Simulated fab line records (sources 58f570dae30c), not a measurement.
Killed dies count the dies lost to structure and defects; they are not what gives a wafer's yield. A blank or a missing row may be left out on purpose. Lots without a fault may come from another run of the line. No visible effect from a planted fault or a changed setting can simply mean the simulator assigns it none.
One fault through the eyes of 2 desks    flow berkeleyCmos170    numbers are kept per desk, each desk with only its own; the story behind them comes last

== THE METROLOGY DESK ==
What the gauges read for every lot (on any tool): the sampled wafers with a number, averaged. The brackets show how far a lot's mean lies from the usual mean; more than 4 standard deviations puts the lot out of limits, marked OUT.
Columns: A = FIELD_OXIDE_THK at UCB170_FIELD_THK_MEAS_02, usual 557 nm; B = FIELD_OXIDE_LEFT_1_THK at UCB170_FIELD_THK_MEAS_90, usual 441 nm; C = FIELD_OXIDE_LEFT_2_THK at UCB170_FIELD_THK_MEAS_91, usual 352 nm; D = cdNm at UCB170_M3_CD_MEAS_90, usual 699 nm
lot   first seen here  A               B               C               D
L647  day 4 11:52      570             455             366             704
L648  day 4 18:11      557             441             352             696
L649  day 4 18:12      564             447             359             695
L650  day 5 06:06      559             444             355             699
L651  day 5 06:07      563             446             358             704
L652  day 5 12:03      567             450             361             703
L653  day 5 22:17      547             430             342             693
L654  day 6 06:47      621 (+7.3) OUT  504 (+7.0) OUT  416 (+7.1) OUT  698
L656  day 6 06:47      615 (+6.6) OUT  500 (+6.6) OUT  411 (+6.6) OUT  699
L655  day 6 06:48      625 (+7.7) OUT  509 (+7.6) OUT  421 (+7.7) OUT  704
L658  day 6 17:09      557             440             352             706
L670  day 9 03:36      551             433             346             696
This desk reports L654, L655, L656 out of limits; the earliest was L654 at day 6 06:47 (FIELD_OXIDE_THK at UCB170_FIELD_THK_MEAS_02). In limits: L647, L648, L649, L650, L651, L652, L653, L658, L670.

== THE TOOL OWNER'S DESK: furnace-04 ==
The tool's own readings at UCB170_FIELD_OXIDATION_01 (target thk 558.3 nm, ox time 7200 s): means of the sampled wafers that have a number, for each lot that ran on this tool. The brackets show how far a lot's mean lies from the usual mean; more than 4 standard deviations puts the lot out of limits, marked OUT.
Columns: A = spikeTcCentreC at UCB170_FIELD_OXIDATION_01, usual 1002.0 C; B = spikeTcLoadC at UCB170_FIELD_OXIDATION_01, usual 1029.8 C; C = spikeTcSourceC at UCB170_FIELD_OXIDATION_01, usual 1024.9 C; D = tubeCenterTempC at UCB170_FIELD_OXIDATION_01, usual 1000 C; E = tube_center_temp_C_max at UCB170_FIELD_OXIDATION_01, usual 1002.5; F = zonePowerLoadPct at UCB170_FIELD_OXIDATION_01, usual 30 %
lot   first seen here  A                 B                  C                  D                       E                 F
L650  day 5 03:06      1002.2            1031.3             1025.0             1000                    1002.8            28
L651  day 5 03:06      1001.9            1031.5             1026.2             1000                    1002.7            28
L653  day 5 19:17      1002.5            1031.5             1025.8             1000                    1002.7            28
L654  day 6 03:47      1023.2 (+19) OUT  1051.9 (+7.4) OUT  1046.5 (+8.0) OUT  1020 (+99 or more) OUT  1022.5 (+51) OUT  29
L655  day 6 03:47      1022.4 (+19) OUT  1052.0 (+7.4) OUT  1047.1 (+8.2) OUT  1020 (+99 or more) OUT  1022.5 (+51) OUT  29
L656  day 6 03:47      1021.0 (+17) OUT  1051.1 (+7.1) OUT  1046.5 (+8.0) OUT  1020 (+99 or more) OUT  1022.5 (+51) OUT  29
Finding of this desk: L654, L655, L656 out of limits; the first was L654 at day 6 03:47, on spikeTcCentreC at UCB170_FIELD_OXIDATION_01. In limits: L650, L651, L653.

== PUT TOGETHER ==
The tool owner's desk had the chance to raise an alarm at day 6 03:47 on L654, L655, L656.
At day 6 06:47 the metrology desk could have sounded an alarm, on L654, L655, L656.
Every lot named ran UCB170_FIELD_OXIDATION_01 on furnace-04.

== WHAT THE SIMULATOR HAD PUT IN ==
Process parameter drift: furnace-04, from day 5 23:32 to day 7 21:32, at UCB170_FIELD_OXIDATION_01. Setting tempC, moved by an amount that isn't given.
Struck lots among those shown: L654, L655, L656.
Time in hours from fault onset to the first out-of-limits reading at each desk: tool owner's desk 4, metrology desk 7.
